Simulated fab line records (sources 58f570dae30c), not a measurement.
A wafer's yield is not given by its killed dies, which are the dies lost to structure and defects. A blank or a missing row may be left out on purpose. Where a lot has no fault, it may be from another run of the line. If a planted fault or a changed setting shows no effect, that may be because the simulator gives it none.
Split-lot experiment :: flow berkeley_cmos170 :: 23 wafers read across 5 lots, on a route 331 steps long

== THE SPLIT ==
At UCB170_V2_CVD_00 (deposits SiO2 from TEOS/O2, target thk 2000 nm, time 250 s), the setting time_s was moved away from the recipe's 250 s on 5 of the 23 wafers read, by -10.9% to +12.0%. The other wafers ran this setting at the recipe's value.

There is no step in the file separating the split from the reading.

== THE READING ==
Values of V2_TEOS_THK in nm from UCB170_V2_THK_MEAS_01. Fault-free wafers of this fab line usually give 1993 nm, standard deviation 23 nm.

wafer: L074.1
tool, chamber at the split: pecvd-02, 2
time_s as run, s: 222.8
against the recipe: -10.9%
V2_TEOS_THK, nm: 1800
against lot-mates on the recipe: -180

wafer: L074.2
tool, chamber at the split: pecvd-02, 1
time_s as run, s: 250
against the recipe: recipe
V2_TEOS_THK, nm: 1969
against lot-mates on the recipe: -

wafer: L074.3
tool, chamber at the split: pecvd-02, 0
time_s as run, s: 250
against the recipe: recipe
V2_TEOS_THK, nm: 1992
against lot-mates on the recipe: -

wafer: L074.4
tool, chamber at the split: pecvd-02, 0
time_s as run, s: 222.8
against the recipe: -10.9%
V2_TEOS_THK, nm: 1805
against lot-mates on the recipe: -176

wafer: L074.6
tool, chamber at the split: pecvd-02, 1
time_s as run, s: 222.8
against the recipe: -10.9%
V2_TEOS_THK, nm: 1783
against lot-mates on the recipe: -198

wafer: L077.1
tool, chamber at the split: pecvd-02, 1
time_s as run, s: 250
against the recipe: recipe
V2_TEOS_THK, nm: 1974
against lot-mates on the recipe: -

wafer: L077.2
tool, chamber at the split: pecvd-02, 0
time_s as run, s: 250
against the recipe: recipe
V2_TEOS_THK, nm: 1984
against lot-mates on the recipe: -

wafer: L077.3
tool, chamber at the split: pecvd-02, 2
time_s as run, s: 250
against the recipe: recipe
V2_TEOS_THK, nm: 1983
against lot-mates on the recipe: -

wafer: L077.4
tool, chamber at the split: pecvd-02, 1
time_s as run, s: 250
against the recipe: recipe
V2_TEOS_THK, nm: 2012
against lot-mates on the recipe: -

wafer: L077.6
tool, chamber at the split: pecvd-02, 2
time_s as run, s: 250
against the recipe: recipe
V2_TEOS_THK, nm: 2023
against lot-mates on the recipe: -

wafer: L080.2
tool, chamber at the split: pecvd-04, 0
time_s as run, s: 250
against the recipe: recipe
V2_TEOS_THK, nm: 1974
against lot-mates on the recipe: -

wafer: L080.3
tool, chamber at the split: pecvd-04, 1
time_s as run, s: 250
against the recipe: recipe
V2_TEOS_THK, nm: 1971
against lot-mates on the recipe: -

wafer: L080.6
tool, chamber at the split: pecvd-04, 0
time_s as run, s: 250
against the recipe: recipe
V2_TEOS_THK, nm: 2025
against lot-mates on the recipe: -

wafer: L084.1
tool, chamber at the split: pecvd-01, 2
time_s as run, s: 279.9
against the recipe: +12.0%
V2_TEOS_THK, nm: 2219
against lot-mates on the recipe: +232

wafer: L084.2
tool, chamber at the split: pecvd-01, 1
time_s as run, s: 250
against the recipe: recipe
V2_TEOS_THK, nm: 1974
against lot-mates on the recipe: -

wafer: L084.3
tool, chamber at the split: pecvd-01, 0
time_s as run, s: 279.9
against the recipe: +12.0%
V2_TEOS_THK, nm: 2209
against lot-mates on the recipe: +222

wafer: L084.4
tool, chamber at the split: pecvd-01, 1
time_s as run, s: 250
against the recipe: recipe
V2_TEOS_THK, nm: 1976
against lot-mates on the recipe: -

wafer: L084.6
tool, chamber at the split: pecvd-01, 2
time_s as run, s: 250
against the recipe: recipe
V2_TEOS_THK, nm: 2010
against lot-mates on the recipe: -

wafer: L085.1
tool, chamber at the split: pecvd-02, 1
time_s as run, s: 250
against the recipe: recipe
V2_TEOS_THK, nm: 1953
against lot-mates on the recipe: -

wafer: L085.2
tool, chamber at the split: pecvd-02, 2
time_s as run, s: 250
against the recipe: recipe
V2_TEOS_THK, nm: 1955
against lot-mates on the recipe: -

wafer: L085.3
tool, chamber at the split: pecvd-02, 0
time_s as run, s: 250
against the recipe: recipe
V2_TEOS_THK, nm: 1978
against lot-mates on the recipe: -

wafer: L085.4
tool, chamber at the split: pecvd-02, 2
time_s as run, s: 250
against the recipe: recipe
V2_TEOS_THK, nm: 1990
against lot-mates on the recipe: -

wafer: L085.5
tool, chamber at the split: pecvd-02, 0
time_s as run, s: 250
against the recipe: recipe
V2_TEOS_THK, nm: 1977
against lot-mates on the recipe: -

FIT RESULTS
A straight line over all 23 wafers: V2_TEOS_THK changes by +18.2 nm for each +1% of time_s; r = +0.98; the points scatter about the line by 20 nm.
The same after taking each lot's own level away (the mean of its wafers on the recipe; 23 wafers): +17.9 nm for each +1%; r = +0.98; scatter 18 nm.
Per that fit: largest time_s move, reading shift of 2.1e+02 nm.
Measured against the standard deviation above, the lots' own levels, which go from 1970.6 to 1995.2 nm, span 1.1 times it.
So the lot-to-lot level changes the slope little: the two slopes agree.
Check: for one of the wafers moved furthest among these (+12.0%), held out of the fit, the line's prediction against its lot-mates is +210 nm. Against them it came out at +232 nm.

== THESE WAFERS: OTHER SPLITS ==
Note: prior to the reading, these wafers also went through further splits. Each is held against what the fit with the lots' levels taken away leaves over:
other split on the same wafers: UCB170_M2_SPUTTER_01 time_s
wafers away from the commonest value: 8
r with V2_TEOS_THK (lot level and that fit taken away): +0.12

other split on the same wafers: UCB170_M2_SOFTBAKE_06 time_s
wafers away from the commonest value: 7
r with V2_TEOS_THK (lot level and that fit taken away): -0.04

== THE WHOLE CHAIN: every reading that the file lists as answering this split, in the file's order ==
step: UCB170_V2_CVD_00
what it does: deposits SiO2 from TEOS/O2, target thk 2000 nm, time 250 s
reading: SiO2_of_V2_CVD_00.thk_nm (the simulator's own value, which no gauge read)
change (the file's fit): +18 nm for each +1% of the setting
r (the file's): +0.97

step: UCB170_V2_THK_MEAS_01
what it does: 
reading: V2_TEOS_THK
change (the file's fit): +18.1 for each +1% of the setting
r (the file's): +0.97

== THE FILE'S OWN FIT ==
V2_TEOS_THK changes by +18.1 nm for each +1% of time_s, r = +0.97.
